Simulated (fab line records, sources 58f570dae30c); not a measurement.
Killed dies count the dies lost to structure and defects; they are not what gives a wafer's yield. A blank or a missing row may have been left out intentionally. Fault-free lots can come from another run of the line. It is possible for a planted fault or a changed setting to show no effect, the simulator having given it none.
What tool caused it?    flow berkeley cmos170    route of 331 steps, sampled at 1 step: 15 lots, 45 wafers

WHAT EACH GAUGE READ, for each wafer
The record lacks any reading of a measuring or inspecting step that a usual standard deviation could be used to judge.

TOOL THAT RAN EACH LOT (tool first, then ch and the chambers of the sampled wafers, then the start)
lot   UCB170_PVT_IMPLANT_07
L722  implanter-03 ch 0, day 6 03:12
L725  implanter-01 ch 0, day 8 00:25
L724  implanter-01 ch 0, day 8 00:40
L727  implanter-02 ch 0, day 8 00:47
L726  implanter-01 ch 0, day 8 00:50
L728  implanter-01 ch 0, day 8 05:13
L729  implanter-02 ch 0, day 8 05:30
L730  implanter-01 ch 0, day 8 05:49
L731  implanter-01 ch 0, day 8 13:11
L733  implanter-03 ch 0, day 8 22:36
L736  implanter-01 ch 0, day 9 12:29
L739  implanter-03 ch 0, day 10 04:11
L740  implanter-02 ch 0, day 10 18:28
L741  implanter-03 ch 0, day 10 18:58
L744  implanter-03 ch 0, day 12 04:57
- UCB170_PVT_IMPLANT_07

WHAT THE TOOLS THEMSELVES READ (means of the sampled wafers that have a number; where no wafer has one, the mark that the record gives instead)
UCB170_PVT_IMPLANT_07.
lot   tool          tilt deg (degrees)
L722  implanter-03  7.030
L725  implanter-01  7.017
L724  implanter-01  6.994
L727  implanter-02  7.008
L726  implanter-01  7.023
L728  implanter-01  7.000
L729  implanter-02  7.023
L730  implanter-01  5.371
L731  implanter-01  5.400
L733  implanter-03  7.002
L736  implanter-01  5.375
L739  implanter-03  7.011
L740  implanter-02  6.977
L741  implanter-03  7.005
L744  implanter-03  7.000

THE ANSWER, worked out from the rows above alone
Rule: the lots themselves supply what counts as usual. Put in order of their means at a reading, lots are off if they are a third of the lots or fewer, leave a main group of 4 or more, and stand apart from it by a gap of 3 or more times the standard deviation of the main group's means; of several such gaps the widest counts. If all means in a main group match to the digits the tables above print for the reading, that group is not used. A lot without any number at a reading at which 4 lots or more have one is off too. Where the step has rows for the other lots, those lots are counted as sound. First the gauges in route order, then the tools' own readings, where a lot's mean is used as printed above. The first step at which some lot is off is used, and at that step the reading that is off furthest; a lot without a number counts as furthest.
Off: L730, L731, L736 (UCB170_PVT_IMPLANT_07, tilt deg). The main group: mean 7.008 degrees, standard deviation 0.014.
If a tool, at that step or one of the process steps before it, ran each lot that is off and ran no sound lot following the first of them, it fits. One candidate fits, namely implanter-01 at UCB170_PVT_IMPLANT_07. A fault onset in the window from L728 (day 8 05:13, its last sound lot) to L730 (day 8 05:49, its first lot off) fits.
The tool's own readings at UCB170_PVT_IMPLANT_07 bear it out: on the lots that are off they differ by more than 5 times the standard deviation of the sound lots' means. tilt deg reads 5.382 degrees there against 7.008 degrees on the sound lots.

WHAT THE SIMULATOR HAD PUT IN
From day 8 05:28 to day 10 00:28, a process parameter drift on implanter-01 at UCB170_PVT_IMPLANT_07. A move of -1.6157 in setting tilt deg, from 7. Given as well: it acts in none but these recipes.
Struck lots among those shown: L730, L731, L736. The rule above found the same.
